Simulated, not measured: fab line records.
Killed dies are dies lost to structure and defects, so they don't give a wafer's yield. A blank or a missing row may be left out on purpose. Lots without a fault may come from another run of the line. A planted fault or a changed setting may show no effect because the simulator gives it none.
fab line records / flow berkeley_cmos170
record: lots: 14 wafers: 42 last_day: 12
route steps=331 shown PFIELD@80
lots that met no fault: taken from a fault-free run of the same line
start_h: start of the lot's first displayed wafer, in hours after the record's first day / wait_h: hours from the lot's prior step to this one / " repeats the value in the row above / L1.1+2: a row that stands for several wafers / - no value present, or no start provided / * or withheld: withheld / < > ~ a bound
route shown NAME@n: a module of which the file shows steps, and the number in the route of the first / usual: mean/standard deviation taken from wafers without a fault / same: alike in all rows / chamber/n: place in a boat / sites: readings site by site / _std_site: standard deviation of those values / _edge_site: inner sites' mean taken away from outer sites' mean / radius_mm: for every site, how far away it sits from the centre of the wafer / mask NAME#n: copy n / behind: the last tool/chamber to shape the wafer / hold: why the lot was held/for how many hours/how that ended / device: transistor that didn't switch, given as n, p or np / end of line: the same wafers' tests at the end of the route / a step without rows: its recipe alone / killed: the dies lost at the first sort to structure and to defects; this is not the yield of the wafer / map: a wafer's dies, x killed, . not, _ none there
set.NAME: the setting the step ran with; set.NAME@STEP: the setting that earlier step ran with / model.NAME: the simulator's own value behind a step, which no gauge read
steps of the route over a sample of lots; a table a step, a row a wafer
services: a tool's chamber out of use, with start hour (start_h, from the record's first day; less than 0 if before it), hours out, and reason
== steps ==
step: UCB170_PFIELD_COAT_01
recipe: resist: KrF spin_rpm: 1500 resist_thk_nm: 900
usual: dispense_pressure_kPa: 50.7/1
lot.wafer=L680.3 tool=litho_track-01 chamber=0 start_h=79.12 wait_h=0.1 dispense_pressure_kPa=51.9
lot.wafer=L680.5 tool=litho_track-01 chamber=0 start_h=79.12 wait_h=0.1 dispense_pressure_kPa=51.9
lot.wafer=L680.6 tool=litho_track-01 chamber=0 start_h=79.12 wait_h=0.1 dispense_pressure_kPa=51.9
lot.wafer=L682.1 tool=litho_track-02 chamber=0 start_h=86.85 wait_h=0.1 dispense_pressure_kPa=50.9
lot.wafer=L682.5 tool=litho_track-02 chamber=0 start_h=86.85 wait_h=0.1 dispense_pressure_kPa=50.9
lot.wafer=L682.6 tool=litho_track-02 chamber=0 start_h=86.85 wait_h=0.1 dispense_pressure_kPa=50.9
lot.wafer=L681.1 tool=litho_track-03 chamber=0 start_h=87.11 wait_h=0.1 dispense_pressure_kPa=49.4
lot.wafer=L681.2 tool=litho_track-03 chamber=0 start_h=87.11 wait_h=0.1 dispense_pressure_kPa=49.4
lot.wafer=L681.6 tool=litho_track-03 chamber=0 start_h=87.11 wait_h=0.1 dispense_pressure_kPa=49.4
lot.wafer=L683.1 tool=litho_track-02 chamber=0 start_h=91.27 wait_h=0.1 dispense_pressure_kPa=50.9
lot.wafer=L683.3 tool=litho_track-02 chamber=0 start_h=91.27 wait_h=0.1 dispense_pressure_kPa=50.9
lot.wafer=L683.5 tool=litho_track-02 chamber=0 start_h=91.27 wait_h=0.1 dispense_pressure_kPa=50.8
lot.wafer=L685.2 tool=litho_track-03 chamber=0 start_h=96.07 wait_h=0.1 dispense_pressure_kPa=49.4
lot.wafer=L685.3 tool=litho_track-03 chamber=0 start_h=96.07 wait_h=0.1 dispense_pressure_kPa=49.3
lot.wafer=L685.4 tool=litho_track-03 chamber=0 start_h=96.07 wait_h=0.1 dispense_pressure_kPa=49.4
lot.wafer=L686.2 tool=litho_track-03 chamber=0 start_h=109.01 wait_h=0.1 dispense_pressure_kPa=49.4
lot.wafer=L686.4 tool=litho_track-03 chamber=0 start_h=109.01 wait_h=0.1 dispense_pressure_kPa=49.4
lot.wafer=L686.6 tool=litho_track-03 chamber=0 start_h=109.01 wait_h=0.1 dispense_pressure_kPa=49.4
lot.wafer=L690.1 tool=litho_track-03 chamber=0 start_h=134.59 wait_h=0.1 dispense_pressure_kPa=49.4
lot.wafer=L690.5 tool=litho_track-03 chamber=0 start_h=134.59 wait_h=0.1 dispense_pressure_kPa=49.4
lot.wafer=L690.6 tool=litho_track-03 chamber=0 start_h=134.59 wait_h=0.1 dispense_pressure_kPa=49.4
lot.wafer=L693.4 tool=litho_track-01 chamber=0 start_h=144.82 wait_h=0.1 dispense_pressure_kPa=52.0
lot.wafer=L693.5 tool=litho_track-01 chamber=0 start_h=144.82 wait_h=0.1 dispense_pressure_kPa=52.0
lot.wafer=L693.6 tool=litho_track-01 chamber=0 start_h=144.82 wait_h=0.1 dispense_pressure_kPa=52.0
lot.wafer=L694.1 tool=litho_track-01 chamber=0 start_h=155.84 wait_h=0.1 dispense_pressure_kPa=52.0
lot.wafer=L694.5 tool=litho_track-01 chamber=0 start_h=155.84 wait_h=0.1 dispense_pressure_kPa=52.0
lot.wafer=L694.6 tool=litho_track-01 chamber=0 start_h=155.84 wait_h=0.1 dispense_pressure_kPa=52.0
lot.wafer=L695.3 tool=litho_track-02 chamber=0 start_h=170.25 wait_h=0.1 dispense_pressure_kPa=50.9
lot.wafer=L695.5 tool=litho_track-02 chamber=0 start_h=170.25 wait_h=0.1 dispense_pressure_kPa=50.9
lot.wafer=L695.6 tool=litho_track-02 chamber=0 start_h=170.25 wait_h=0.1 dispense_pressure_kPa=50.8
lot.wafer=L699.1 tool=litho_track-01 chamber=0 start_h=175.09 wait_h=0.1 dispense_pressure_kPa=51.9
lot.wafer=L699.5 tool=litho_track-01 chamber=0 start_h=175.09 wait_h=0.1 dispense_pressure_kPa=51.9
lot.wafer=L699.6 tool=litho_track-01 chamber=0 start_h=175.09 wait_h=0.1 dispense_pressure_kPa=51.9
lot.wafer=L698.4 tool=litho_track-02 chamber=0 start_h=175.29 wait_h=0.1 dispense_pressure_kPa=50.9
lot.wafer=L698.5 tool=litho_track-02 chamber=0 start_h=175.29 wait_h=0.1 dispense_pressure_kPa=50.9
lot.wafer=L698.6 tool=litho_track-02 chamber=0 start_h=175.29 wait_h=0.1 dispense_pressure_kPa=50.9
lot.wafer=L701.3 tool=litho_track-02 chamber=0 start_h=185.83 wait_h=0.1 dispense_pressure_kPa=50.9
lot.wafer=L701.4 tool=litho_track-02 chamber=0 start_h=185.83 wait_h=0.1 dispense_pressure_kPa=50.9
lot.wafer=L701.5 tool=litho_track-02 chamber=0 start_h=185.83 wait_h=0.1 dispense_pressure_kPa=50.9
lot.wafer=L703.1 tool=litho_track-02 chamber=0 start_h=191.83 wait_h=0.1 dispense_pressure_kPa=50.9
lot.wafer=L703.3 tool=litho_track-02 chamber=0 start_h=191.83 wait_h=0.1 dispense_pressure_kPa=50.9
lot.wafer=L703.4 tool=litho_track-02 chamber=0 start_h=191.83 wait_h=0.1 dispense_pressure_kPa=50.9
step: UCB170_PFIELD_STRIP_08
recipe: chemistry: O2 power_w: 400 pressure_mtorr: 3500 platen_temp_c: withheld o2_flow_sccm: 400 overash_fraction: 0.5
usual: drypump_motor_current_A: 5.69/0.25 oes_product_au: 0.734/0.0041 strip_time_to_endpoint_s: 21.64/0.085
lot.wafer=L680.3 tool=plasma_asher-02 chamber=1 start_h=80.11 wait_h=0.1 drypump_motor_current_A=5.82 oes_product_au=0.743 rf_hours_counter_h=- strip_time_to_endpoint_s=21.61
lot.wafer=L680.5 tool=plasma_asher-02 chamber=0 start_h=80.11 wait_h=0.1 drypump_motor_current_A=5.39 oes_product_au=0.739 rf_hours_counter_h=- strip_time_to_endpoint_s=21.55
lot.wafer=L680.6 tool=plasma_asher-02 chamber=1 start_h=80.11 wait_h=0.1 drypump_motor_current_A=5.81 oes_product_au=0.733 rf_hours_counter_h=- strip_time_to_endpoint_s=21.57
lot.wafer=L682.1 tool=plasma_asher-02 chamber=1 start_h=87.85 wait_h=0.1 drypump_motor_current_A=5.81 oes_product_au=0.731 rf_hours_counter_h=40 strip_time_to_endpoint_s=21.59
lot.wafer=L682.5 tool=plasma_asher-02 chamber=1 start_h=87.85 wait_h=0.1 drypump_motor_current_A=5.79 oes_product_au=0.733 rf_hours_counter_h=- strip_time_to_endpoint_s=21.63
lot.wafer=L682.6 tool=plasma_asher-02 chamber=0 start_h=87.85 wait_h=0.1 drypump_motor_current_A=5.38 oes_product_au=0.736 rf_hours_counter_h=- strip_time_to_endpoint_s=21.62
lot.wafer=L681.1 tool=plasma_asher-01 chamber=1 start_h=87.98 wait_h=0.1 drypump_motor_current_A=5.41 oes_product_au=0.736 rf_hours_counter_h=38 strip_time_to_endpoint_s=21.67
lot.wafer=L681.2 tool=plasma_asher-01 chamber=0 start_h=87.98 wait_h=0.1 drypump_motor_current_A=5.56 oes_product_au=0.738 rf_hours_counter_h=38 strip_time_to_endpoint_s=21.67
lot.wafer=L681.6 tool=plasma_asher-01 chamber=1 start_h=87.98 wait_h=0.1 drypump_motor_current_A=5.43 oes_product_au=0.734 rf_hours_counter_h=- strip_time_to_endpoint_s=21.64
lot.wafer=L683.1 tool=plasma_asher-04 chamber=1 start_h=92.36 wait_h=0.1 drypump_motor_current_A=6.13 oes_product_au=0.739 rf_hours_counter_h=29 strip_time_to_endpoint_s=21.70
lot.wafer=L683.3 tool=plasma_asher-04 chamber=0 start_h=92.36 wait_h=0.1 drypump_motor_current_A=5.88 oes_product_au=0.733 rf_hours_counter_h=- strip_time_to_endpoint_s=21.74
lot.wafer=L683.5 tool=plasma_asher-04 chamber=1 start_h=92.36 wait_h=0.1 drypump_motor_current_A=6.10 oes_product_au=0.738 rf_hours_counter_h=- strip_time_to_endpoint_s=21.66
lot.wafer=L685.2 tool=plasma_asher-02 chamber=0 start_h=97.36 wait_h=0.1 drypump_motor_current_A=5.43 oes_product_au=0.736 rf_hours_counter_h=41 strip_time_to_endpoint_s=21.71
lot.wafer=L685.3 tool=plasma_asher-02 chamber=1 start_h=97.36 wait_h=0.1 drypump_motor_current_A=5.82 oes_product_au=0.737 rf_hours_counter_h=- strip_time_to_endpoint_s=21.69
lot.wafer=L685.4 tool=plasma_asher-02 chamber=0 start_h=97.36 wait_h=0.1 drypump_motor_current_A=5.41 oes_product_au=0.728 rf_hours_counter_h=- strip_time_to_endpoint_s=21.61
lot.wafer=L686.2 tool=plasma_asher-04 chamber=1 start_h=110.20 wait_h=0.1 drypump_motor_current_A=6.08 oes_product_au=0.727 rf_hours_counter_h=31 strip_time_to_endpoint_s=23.20
lot.wafer=L686.4 tool=plasma_asher-04 chamber=0 start_h=110.20 wait_h=0.1 drypump_motor_current_A=5.87 oes_product_au=0.739 rf_hours_counter_h=- strip_time_to_endpoint_s=23.25
lot.wafer=L686.6 tool=plasma_asher-04 chamber=0 start_h=110.20 wait_h=0.1 drypump_motor_current_A=5.88 oes_product_au=0.735 rf_hours_counter_h=- strip_time_to_endpoint_s=23.27
lot.wafer=L690.1 tool=plasma_asher-02 chamber=0 start_h=135.98 wait_h=0.1 drypump_motor_current_A=5.39 oes_product_au=0.737 rf_hours_counter_h=2 strip_time_to_endpoint_s=23.29
lot.wafer=L690.5 tool=plasma_asher-02 chamber=0 start_h=135.98 wait_h=0.1 drypump_motor_current_A=5.36 oes_product_au=0.732 rf_hours_counter_h=- strip_time_to_endpoint_s=23.28
lot.wafer=L690.6 tool=plasma_asher-02 chamber=1 start_h=135.98 wait_h=0.1 drypump_motor_current_A=5.81 oes_product_au=0.734 rf_hours_counter_h=- strip_time_to_endpoint_s=23.34
lot.wafer=L693.4 tool=plasma_asher-02 chamber=0 start_h=145.81 wait_h=0.1 drypump_motor_current_A=5.36 oes_product_au=0.735 rf_hours_counter_h=- strip_time_to_endpoint_s=21.62
lot.wafer=L693.5 tool=plasma_asher-02 chamber=1 start_h=145.81 wait_h=0.1 drypump_motor_current_A=5.81 oes_product_au=0.739 rf_hours_counter_h=- strip_time_to_endpoint_s=21.63
lot.wafer=L693.6 tool=plasma_asher-02 chamber=0 start_h=145.81 wait_h=0.1 drypump_motor_current_A=5.36 oes_product_au=0.737 rf_hours_counter_h=- strip_time_to_endpoint_s=21.66
lot.wafer=L694.1 tool=plasma_asher-02 chamber=0 start_h=156.96 wait_h=0.1 drypump_motor_current_A=5.38 oes_product_au=0.740 rf_hours_counter_h=5 strip_time_to_endpoint_s=21.51
lot.wafer=L694.5 tool=plasma_asher-02 chamber=0 start_h=156.96 wait_h=0.1 drypump_motor_current_A=5.37 oes_product_au=0.737 rf_hours_counter_h=- strip_time_to_endpoint_s=21.58
lot.wafer=L694.6 tool=plasma_asher-02 chamber=1 start_h=156.96 wait_h=0.1 drypump_motor_current_A=5.84 oes_product_au=0.730 rf_hours_counter_h=- strip_time_to_endpoint_s=21.47
lot.wafer=L695.3 tool=plasma_asher-02 chamber=1 start_h=171.11 wait_h=0.1 drypump_motor_current_A=5.82 oes_product_au=0.738 rf_hours_counter_h=- strip_time_to_endpoint_s=21.68
lot.wafer=L695.5 tool=plasma_asher-02 chamber=1 start_h=171.11 wait_h=0.1 drypump_motor_current_A=5.80 oes_product_au=0.738 rf_hours_counter_h=- strip_time_to_endpoint_s=21.62
lot.wafer=L695.6 tool=plasma_asher-02 chamber=0 start_h=171.11 wait_h=0.1 drypump_motor_current_A=5.38 oes_product_au=0.740 rf_hours_counter_h=- strip_time_to_endpoint_s=21.66
lot.wafer=L699.1 tool=plasma_asher-01 chamber=1 start_h=176.57 wait_h=0.1 drypump_motor_current_A=5.45 oes_product_au=0.736 rf_hours_counter_h=49 strip_time_to_endpoint_s=21.54
lot.wafer=L699.5 tool=plasma_asher-01 chamber=1 start_h=176.57 wait_h=0.1 drypump_motor_current_A=5.41 oes_product_au=0.737 rf_hours_counter_h=- strip_time_to_endpoint_s=21.49
lot.wafer=L699.6 tool=plasma_asher-01 chamber=0 start_h=176.57 wait_h=0.1 drypump_motor_current_A=5.57 oes_product_au=0.731 rf_hours_counter_h=- strip_time_to_endpoint_s=21.51
lot.wafer=L698.4 tool=plasma_asher-02 chamber=1 start_h=176.73 wait_h=0.1 drypump_motor_current_A=5.83 oes_product_au=0.718 rf_hours_counter_h=- strip_time_to_endpoint_s=21.74
lot.wafer=L698.5 tool=plasma_asher-02 chamber=1 start_h=176.73 wait_h=0.1 drypump_motor_current_A=5.84 oes_product_au=0.732 rf_hours_counter_h=- strip_time_to_endpoint_s=21.68
lot.wafer=L698.6 tool=plasma_asher-02 chamber=0 start_h=176.73 wait_h=0.1 drypump_motor_current_A=5.40 oes_product_au=0.740 rf_hours_counter_h=- strip_time_to_endpoint_s=21.75
lot.wafer=L701.3 tool=plasma_asher-04 chamber=1 start_h=187.44 wait_h=0.1 drypump_motor_current_A=6.11 oes_product_au=0.731 rf_hours_counter_h=- strip_time_to_endpoint_s=21.69
lot.wafer=L701.4 tool=plasma_asher-04 chamber=0 start_h=187.44 wait_h=0.1 drypump_motor_current_A=5.86 oes_product_au=0.734 rf_hours_counter_h=- strip_time_to_endpoint_s=21.67
lot.wafer=L701.5 tool=plasma_asher-04 chamber=0 start_h=187.44 wait_h=0.1 drypump_motor_current_A=5.87 oes_product_au=0.741 rf_hours_counter_h=- strip_time_to_endpoint_s=21.64
lot.wafer=L703.1 tool=plasma_asher-02 chamber=1 start_h=192.85 wait_h=0.1 drypump_motor_current_A=5.80 oes_product_au=0.734 rf_hours_counter_h=10 strip_time_to_endpoint_s=21.78
lot.wafer=L703.3 tool=plasma_asher-02 chamber=1 start_h=192.85 wait_h=0.1 drypump_motor_current_A=5.78 oes_product_au=0.735 rf_hours_counter_h=- strip_time_to_endpoint_s=21.74
lot.wafer=L703.4 tool=plasma_asher-02 chamber=0 start_h=192.85 wait_h=0.1 drypump_motor_current_A=5.37 oes_product_au=0.735 rf_hours_counter_h=- strip_time_to_endpoint_s=21.79
== services ==
tool=plasma_asher-02 chamber=- start_h=68.65 hours=0.8 kind=repair
tool=plasma_asher-01 chamber=- start_h=94.68 hours=2.2 kind=repair
tool=plasma_asher-02 chamber=- start_h=108.75 hours=9.0 kind=pm
tool=plasma_asher-02 chamber=0 start_h=108.75 hours=9.0 kind=vent_cycle
tool=plasma_asher-02 chamber=1 start_h=108.75 hours=9.0 kind=vent_cycle
tool=plasma_asher-02 chamber=0 start_h=117.75 hours=- kind=clean
tool=plasma_asher-02 chamber=1 start_h=117.75 hours=- kind=clean
tool=plasma_asher-02 chamber=- start_h=146.21 hours=1.0 kind=repair
tool=litho_track-01 chamber=- start_h=149.99 hours=- kind=consumable_replace:filter
tool=plasma_asher-01 chamber=- start_h=165.95 hours=0.4 kind=repair
tool=plasma_asher-04 chamber=- start_h=166.36 hours=14.6 kind=pm
tool=litho_track-03 chamber=- start_h=188.40 hours=- kind=consumable_replace:filter
== key ==
first_sign: step: UCB170_PFIELD_STRIP_08 reading: strip_time_to_endpoint_s direction: up sigmas: 19 usual: * struck: *
effect none on later readings
met_at UCB170_PFIELD_COAT_01
struck_lots L686,L690
tester_left_out L686,L690
onset_between 96.07 109.01
fault: kind: process_parameter_drift tool: litho_track-03 chamber: - onset_h: 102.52 steps: UCB170_PFIELD_COAT_01 channel: resist_thk_nm offset: * shape: step end_h: 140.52 acts_in: * stated: *
tester_left_out: of these lots the tester's yield and bins aren't shown, on N5 and GAA mostly nor the transistor test; their killed dies are dies lost to structure and defects alone, not to doping, threshold or leakage, so they don't give the yield
